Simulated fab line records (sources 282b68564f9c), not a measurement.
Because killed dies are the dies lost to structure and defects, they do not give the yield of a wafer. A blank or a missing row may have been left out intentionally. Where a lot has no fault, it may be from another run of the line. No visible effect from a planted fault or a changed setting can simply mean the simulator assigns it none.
Split-lot study | flow rit-cmos | route with 202 steps; 5 lots, 23 wafers read

== ABOUT THE SPLIT ==
At RIT_NWELL_COAT_01 (resist thk 1300 nm), the setting resist-thk-nm was moved away from the recipe's 1300 nm on 8 of the 23 wafers read, by -3.8% to +4.2%. For the rest of the wafers, this setting stayed at what the recipe calls for.

== FROM THE SPLIT TO THE READING: what the file shows between them, 3 steps ==
- RIT_NWELL_SOFTBAKE_02: time 60 s
- RIT_NWELL_EXPOSE_03: exposes mask M2, target cd 43900 nm
- RIT_NWELL_DEVELOP_05: develop time 68 s

== THE READING ==
NOVOLAK_of_NWELL_COAT_01.thk-nm (the simulator's own value, which no gauge read), in nm, at RIT_NWELL_HARDBAKE_07 (time 120 s). The file gives no usual value for it. Across the 15 wafers here that went through the recipe, the average is 1138 nm and the standard deviation 4.2 nm.

wafer  | tool, chamber at the split | resist-thk-nm as run, nm | against the recipe | NOVOLAK_of_NWELL_COAT_01.thk-nm, nm | against lot-mates on the recipe
L076.1 | litho-track-04, 0          | 1300                     | recipe             | 1143                                | -
L076.2 | litho-track-04, 0          | 1300                     | recipe             | 1141                                | -
L076.6 | litho-track-04, 0          | 1300                     | recipe             | 1141                                | -
L076.3 | litho-track-04, 0          | 1300                     | recipe             | 1142                                | -
L076.4 | litho-track-04, 0          | 1300                     | recipe             | 1144                                | -
L078.2 | litho-track-02, 0          | 1300                     | recipe             | 1132                                | -
L078.3 | litho-track-02, 0          | 1300                     | recipe             | 1133                                | -
L078.4 | litho-track-02, 0          | 1300                     | recipe             | 1130                                | -
L079.1 | litho-track-02, 0          | 1300                     | recipe             | 1142                                | -
L079.2 | litho-track-02, 0          | 1300                     | recipe             | 1140                                | -
L079.3 | litho-track-02, 0          | 1300                     | recipe             | 1138                                | -
L079.5 | litho-track-02, 0          | 1251                     | -3.8%              | 1097                                | -43
L079.6 | litho-track-02, 0          | 1251                     | -3.8%              | 1097                                | -43
L084.2 | litho-track-04, 0          | 1300                     | recipe             | 1139                                | -
L084.3 | litho-track-04, 0          | 1300                     | recipe             | 1140                                | -
L084.4 | litho-track-04, 0          | 1255                     | -3.5%              | 1099                                | -40
L084.5 | litho-track-04, 0          | 1255                     | -3.5%              | 1096                                | -44
L084.6 | litho-track-04, 0          | 1255                     | -3.5%              | 1103                                | -36
L085.2 | litho-track-02, 0          | 1300                     | recipe             | 1133                                | -
L085.3 | litho-track-02, 0          | 1354                     | +4.2%              | 1180                                | +45
L085.4 | litho-track-02, 0          | 1354                     | +4.2%              | 1183                                | +48
L085.5 | litho-track-02, 0          | 1354                     | +4.2%              | 1182                                | +47
L085.6 | litho-track-02, 0          | 1300                     | recipe             | 1137                                | -

FIT RESULTS
A straight line over all 23 wafers: NOVOLAK_of_NWELL_COAT_01.thk-nm changes by +10.8 nm for each +1% of resist-thk-nm; r = +0.99; the points scatter about the line by 3.8 nm.
The same after taking each lot's own level away (the mean of its wafers on the recipe; 23 wafers): +11.4 nm for each +1%; r = +1.00; scatter 1.7 nm.
On that fit, the largest move of resist-thk-nm shifts the reading by 47 nm.
From 1131.7 to 1142.2 nm: that is the span of the lots' own levels, equal to 2.5 times the standard deviation above.
Hence the lot-to-lot level has little effect on the slope; both slopes agree.
Check: for one of the wafers moved furthest among these (+4.2%), held out of the fit, the line's prediction against its lot-mates is +47.7 nm. It came out at +45 nm against them.

== OTHER SPLITS APPLIED TO THESE WAFERS ==
Other splits were also applied to these wafers ahead of the reading. Each is held against what the fit with the lots' levels taken away leaves over:
other split on the same wafers  | wafers away from the commonest value | r with NOVOLAK_of_NWELL_COAT_01.thk-nm (lot level and that fit taken away)
RIT_ACTIVE_COAT_06 spin-rpm     | 8                                    | -0.14
RIT_ACTIVE_EXPOSE_08 dose-mj    | 10                                   | -0.11
RIT_FOX1_OXIDATION_00 ox-time-s | 15                                   | -0.02

== THE WHOLE CHAIN: every reading that the file lists as answering this split, in the file's order ==
step                  | what it does       | reading                                                                          | change (the file's fit)              | r (the file's)
RIT_NWELL_COAT_01     | resist thk 1300 nm | NOVOLAK_of_NWELL_COAT_01.thk-nm (the simulator's own value, which no gauge read) | +13.2 nm for each +1% of the setting | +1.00
RIT_NWELL_HARDBAKE_07 | time 120 s         | NOVOLAK_of_NWELL_COAT_01.thk-nm (the simulator's own value, which no gauge read) | +11.4 nm for each +1% of the setting | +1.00

== THE FILE'S OWN FIT ==
NOVOLAK_of_NWELL_COAT_01.thk-nm changes by +11.4 nm for each +1% of resist-thk-nm, r = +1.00.
